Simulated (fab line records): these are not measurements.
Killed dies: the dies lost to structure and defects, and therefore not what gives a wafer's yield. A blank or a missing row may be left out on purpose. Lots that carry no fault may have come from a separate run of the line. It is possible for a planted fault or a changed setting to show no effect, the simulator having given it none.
Matching of chambers || flow berkeley cmos170 || UCB170_M1_ETCH_11 on rie diel-02: 4 sister chambers
The step etches BARC in N2/H2. 8 wafers are shown with their chamber, then 8 later ones without.

## EACH WAFER AND ITS CHAMBER
{"wafer": "L635.5", "chamber": 2, "throttle valve pct (%)": 13.44, "drypump motor current A (A)": 5.7}
{"wafer": "L637.5", "chamber": 2, "throttle valve pct (%)": 13.43, "drypump motor current A (A)": 5.7}
{"wafer": "L646.2", "chamber": 3, "throttle valve pct (%)": 13.05, "drypump motor current A (A)": 6.0}
{"wafer": "L647.4", "chamber": 3, "throttle valve pct (%)": 13.05, "drypump motor current A (A)": 6.0}
{"wafer": "L647.6", "chamber": 1, "throttle valve pct (%)": 13.47, "drypump motor current A (A)": 5.4}
{"wafer": "L645.1", "chamber": 1, "throttle valve pct (%)": 13.47, "drypump motor current A (A)": 5.4}
{"wafer": "L645.5", "chamber": 0, "throttle valve pct (%)": 13.32, "drypump motor current A (A)": 6.7}
{"wafer": "L650.2", "chamber": 0, "throttle valve pct (%)": 13.33, "drypump motor current A (A)": 6.8}

## WAFERS MISSING THEIR CHAMBER
{"wafer": "L650.4", "throttle valve pct (%)": 13.48, "drypump motor current A (A)": 5.4}
{"wafer": "L650.6", "throttle valve pct (%)": 13.32, "drypump motor current A (A)": 6.8}
{"wafer": "L655.2", "throttle valve pct (%)": 13.07, "drypump motor current A (A)": 6.0}
{"wafer": "L655.4", "throttle valve pct (%)": 13.33, "drypump motor current A (A)": 6.8}
{"wafer": "L655.6", "throttle valve pct (%)": 13.48, "drypump motor current A (A)": 5.4}
{"wafer": "L658.2", "throttle valve pct (%)": 13.33, "drypump motor current A (A)": 6.8}
{"wafer": "L658.4", "throttle valve pct (%)": 13.30, "drypump motor current A (A)": 6.8}
{"wafer": "L658.6", "throttle valve pct (%)": 13.47, "drypump motor current A (A)": 5.4}

## THE CHAMBER EACH PASSED THROUGH
{"wafer": "L650.4", "from the rows above": 1, "in truth": 1}
{"wafer": "L650.6", "from the rows above": 0, "in truth": 0}
{"wafer": "L655.2", "from the rows above": 3, "in truth": 3}
{"wafer": "L655.4", "from the rows above": 0, "in truth": 0}
{"wafer": "L655.6", "from the rows above": 1, "in truth": 1}
{"wafer": "L658.2", "from the rows above": 0, "in truth": 0}
{"wafer": "L658.4", "from the rows above": 0, "in truth": 0}
{"wafer": "L658.6", "from the rows above": 1, "in truth": 1}
Correctly placed: 8 of 8. Number that these rows cannot place: 0. Wrongly placed: 0.
How it was worked out, from the rows above alone: a wafer's distance from a chamber is the root of the sum, over the readings, of the square of ((its reading less the chamber's mean) divided by the reading's scatter). If the next closest chamber is less than 2 further off than the closest, the wafer can't be placed; otherwise it belongs to the closest. For every chamber, the mean is computed from those of its wafers that are shown. The scatter: take each reading less its chamber's mean, square it, sum over the shown wafers, divide by the number of wafers less the number of chambers, and take the root.
